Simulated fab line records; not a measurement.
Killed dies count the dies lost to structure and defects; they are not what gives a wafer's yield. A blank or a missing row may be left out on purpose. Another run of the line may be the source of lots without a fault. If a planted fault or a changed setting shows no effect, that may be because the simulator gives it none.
Split-lot trial | flow berkeley_cmos170 | route with 331 steps; 5 lots, 23 wafers read

## ON THE SPLIT
At UCB170_WELLDRIVE_OXIDATION_01 (target thk 199 nm, ox time 9000 s), the setting temp_c was moved away from the recipe's 1100 C on 20 of the 23 wafers read, by -2.5% to +2.5%. This setting was run at the recipe's value on the other wafers.

The file shows no step between the split and the reading.

## THE READING
Values of WELLDRIVE_OXIDE_THK in nm from UCB170_WELLDRIVE_THK_MEAS_02. Typical for fault-free wafers on this fab line: 201 nm, with standard deviation 3.2 nm.

wafer  | tool, chamber at the split | temp_c as run, C | against the recipe | WELLDRIVE_OXIDE_THK, nm | against lot-mates on the recipe
L074.1 | -, -                       | 1086             | -1.3%              | 184                     | no lot-mate on the recipe
L074.3 | -, -                       | 1086             | -1.3%              | 187                     | no lot-mate on the recipe
L074.4 | -, -                       | 1086             | -1.3%              | 183                     | no lot-mate on the recipe
L074.5 | -, -                       | 1086             | -1.3%              | 186                     | no lot-mate on the recipe
L074.6 | -, -                       | 1086             | -1.3%              | 184                     | no lot-mate on the recipe
L076.1 | -, -                       | 1123             | +2.1%              | 228                     | no lot-mate on the recipe
L076.2 | -, -                       | 1123             | +2.1%              | 231                     | no lot-mate on the recipe
L076.3 | -, -                       | 1123             | +2.1%              | 229                     | no lot-mate on the recipe
L076.5 | -, -                       | 1123             | +2.1%              | 230                     | no lot-mate on the recipe
L076.6 | -, -                       | 1123             | +2.1%              | 231                     | no lot-mate on the recipe
L077.2 | -, -                       | 1073             | -2.5%              | 174                     | no lot-mate on the recipe
L077.3 | -, -                       | 1073             | -2.5%              | 168                     | no lot-mate on the recipe
L077.4 | -, -                       | 1073             | -2.5%              | 172                     | no lot-mate on the recipe
L077.5 | -, -                       | 1073             | -2.5%              | 172                     | no lot-mate on the recipe
L077.6 | -, -                       | 1073             | -2.5%              | 176                     | no lot-mate on the recipe
L084.2 | -, -                       | 1128             | +2.5%              | 229                     | no lot-mate on the recipe
L084.3 | -, -                       | 1128             | +2.5%              | 231                     | no lot-mate on the recipe
L084.4 | -, -                       | 1128             | +2.5%              | 232                     | no lot-mate on the recipe
L084.5 | -, -                       | 1128             | +2.5%              | 229                     | no lot-mate on the recipe
L084.6 | -, -                       | 1128             | +2.5%              | 230                     | no lot-mate on the recipe
L085.3 | furnace-02, 0              | 1100             | recipe             | 200                     | -
L085.4 | furnace-02, 0              | 1100             | recipe             | 197                     | -
L085.6 | furnace-02, 0              | 1100             | recipe             | 201                     | -

THE FIT
A straight line over all 23 wafers: WELLDRIVE_OXIDE_THK changes by +12.2 nm for each +1% of temp_c; r = +0.99; the points scatter about the line by 2.7 nm.
Too few moved wafers with a lot-mate on the recipe to fit a line net of each lot's own level.

## THE WHOLE CHAIN: every reading that the file lists as answering this split, in the file's order
step                          | what it does                      | reading                                                                                | change (the file's fit)              | r (the file's)
UCB170_WELLDRIVE_OXIDATION_01 | target thk 199 nm, ox time 9000 s | SiO2_of_WELLDRIVE_OXIDATION_01.thk_nm (the simulator's own value, which no gauge read) | +12.2 nm for each +1% of the setting | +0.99
UCB170_WELLDRIVE_THK_MEAS_02  |                                   | WELLDRIVE_OXIDE_THK                                                                    | +12.3 for each +1% of the setting    | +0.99

## THE FILE'S OWN FIT
WELLDRIVE_OXIDE_THK changes by +12.3 nm for each +1% of temp_c, r = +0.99.
